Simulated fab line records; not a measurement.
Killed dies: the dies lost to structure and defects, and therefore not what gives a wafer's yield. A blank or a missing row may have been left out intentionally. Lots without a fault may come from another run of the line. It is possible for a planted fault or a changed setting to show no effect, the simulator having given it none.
Which tool was responsible? ; flow berkeley-cmos170 ; 7 lots with 21 wafers sampled at 2 steps, on a route of 331 steps

## WHAT THE GAUGES READ, wafer by wafer
UCB170_ACTIVE_CD_MEAS_13 targets a cd of 1200 nm.
lot;measured;on;cd-nm (nm)
L409;day 4 16:28;cd-sem-02;1202.0 1202.9 1202.1
L411;day 4 22:22;cd-sem-02;1199.0 1198.9 1198.4
L413;day 5 07:52;cd-sem-01;1233.6 1234.0 1234.5 1233.2 1234.0 1234.5
L420;day 7 04:43;cd-sem-02;1202.6 1201.8 1201.4
L423;day 7 19:08;cd-sem-02;1199.9 1199.1 1198.7
L425;day 8 07:53;cd-sem-01;1200.1 1198.7 1199.6
L428;day 9 04:02;cd-sem-01;1198.5 1198.4 1199.3

## EACH LOT AND THE TOOL THAT RAN IT (in order: tool; ch and the chambers of the sampled wafers; start)
lot;UCB170_ACTIVE_PEB_11
L409;litho-track-01 ch 0, day 4 16:12
L411;litho-track-03 ch 0, day 4 22:06
L413;litho-track-03 ch 0, day 5 07:36
L420;litho-track-04 ch 0, day 7 04:26
L423;litho-track-01 ch 0, day 7 18:52
L425;litho-track-04 ch 0, day 8 07:37
L428;litho-track-03 ch 0, day 9 03:45
- UCB170_ACTIVE_PEB_11

## THE ANSWER, worked out from the rows above alone
Rule: the lots themselves supply what counts as usual. Put in order of their means at a reading, lots are off if they are a third of the lots or fewer, leave a main group of 4 or more, and stand apart from it by a gap of 3 or more times the standard deviation of the main group's means; of several such gaps the widest counts. Not used: any main group whose means are identical at the precision the tables above print for the reading. Also off: a lot with no number at a reading for which 4 or more lots have one. Where the step has rows for the other lots, those lots are counted as sound.
Off, at UCB170_ACTIVE_CD_MEAS_13 on cd-nm: L413. Mean 1200.1 nm and standard deviation 1.5 in the main group.
If a tool, at a process step before that reading, ran all the lots that are off and no sound lot after the first of them, it fits. The gauges at UCB170_ACTIVE_CD_MEAS_13 are tried like those tools. Of those tried, none fits.

## WHAT HAD BEEN PUT IN BY THE SIMULATOR
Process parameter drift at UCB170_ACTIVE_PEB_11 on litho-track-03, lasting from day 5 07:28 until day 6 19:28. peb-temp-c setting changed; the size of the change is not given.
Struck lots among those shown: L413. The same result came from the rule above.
